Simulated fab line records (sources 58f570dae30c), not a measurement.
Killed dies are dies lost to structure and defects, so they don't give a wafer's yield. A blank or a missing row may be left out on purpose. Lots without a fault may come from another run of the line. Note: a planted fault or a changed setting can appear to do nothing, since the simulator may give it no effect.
Problem report, 8D (eight disciplines) form, completed by code ; flow berkeley-cmos170 ; the parts of the form that need people (team, actions taken, sign-off) are left out

1. PROBLEM STATEMENT
Mean of exposure-dose-mJ-cm2 at UCB170_NVT_EXPOSE_03: 31.19 across 6 wafers in 2 lots; on wafers with no fault it is 30.00 (standard deviation 0.031). Measured from the usual mean, that is +38 standard deviations.
The step: exposes mask PWELL, target cd 3000 nm.
Seen first at day 7 12:37 on krf-scanner-02, wafer L297.3. Wafers with a number at this step in the record: 42, from 14 lots. By rule, "out" or "out of limits" means more than 4 standard deviations away from the usual mean. All remaining wafers that have a number are taken as sound.

2. WHAT IT IS; WHAT IT IS NOT
question;is;is not
which readings at this step;exposure-dose-mJ-cm2;-
which lots;L297, L300;L287, L288, L292, L293, L294, L301, L304, L305, L306, L307, L309, L310
which wafers of those lots;all that have a number;-
read on which tools;krf-scanner-02;krf-scanner-01
when;from day 7 12:37;"up to then (15 sound wafers); but 21 sound wafers of L301, L304, L305, L306, L307, L309, L310 came after"

3. SUSPECTS, AND WHAT RULES EACH OUT
Counting: any tool at a process step up to the reading is kept as a suspect provided that every lot that is out went through it and no sound lot did after the first of them.
- plasma-asher-04 at UCB170_NWELL_STRIP_15 (strips in O2): ruled out as a lasting fault. The sound lots L301, L305, L310 went through it after L297, its earliest lot that is out (day 4 13:53).
- krf-scanner-02 at UCB170_NVT_EXPOSE_03 (exposes mask PWELL, target cd 3000 nm): kept. All lots that are out passed through it, beginning with L297 at day 7 12:37, and no sound lot followed; its final sound lot before that point was L287 at day 5 06:29. On those wafers its own readings are out: exposure-dose-mJ-cm2.
After counting, what remains is krf-scanner-02 at UCB170_NVT_EXPOSE_03.

4. THE CAUSE (what the simulator had put in)
Process parameters drifting: krf-scanner-02 at UCB170_NVT_EXPOSE_03, beginning at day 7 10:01. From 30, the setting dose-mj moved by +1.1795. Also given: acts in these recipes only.
This tool alone remained once counting was done.

5. THE CHAIN OF EFFECTS, in route order
One row per reading whose mean, taken over the struck wafers that have a number, lies over 3 standard deviations from the usual. Scope: only readings with a usual standard deviation given in the record; hours: median across lots of the time from each lot's start at the first step in this table that gives one to its start at this step; sigmas: change in usual standard deviations.
hours;step;reading;usual;on struck wafers;change;sigmas
0;UCB170_NVT_EXPOSE_03;exposure-dose-mJ-cm2;30.00;31.19;+1.19;+38
Here are the process steps it includes:
- UCB170_NVT_EXPOSE_03: exposes mask PWELL, target cd 3000 nm.
Later steps that measure or inspect, where all struck wafers having a row at the step show a number for every such reading and not one has moved that far: UCB170_FIELD_THK_MEAS_91.

6. HOW IT WOULD HAVE BEEN CAUGHT EARLIER
The fault began at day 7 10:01; the first out-of-limits reading in this record came at day 7 12:37, 3 hours later.
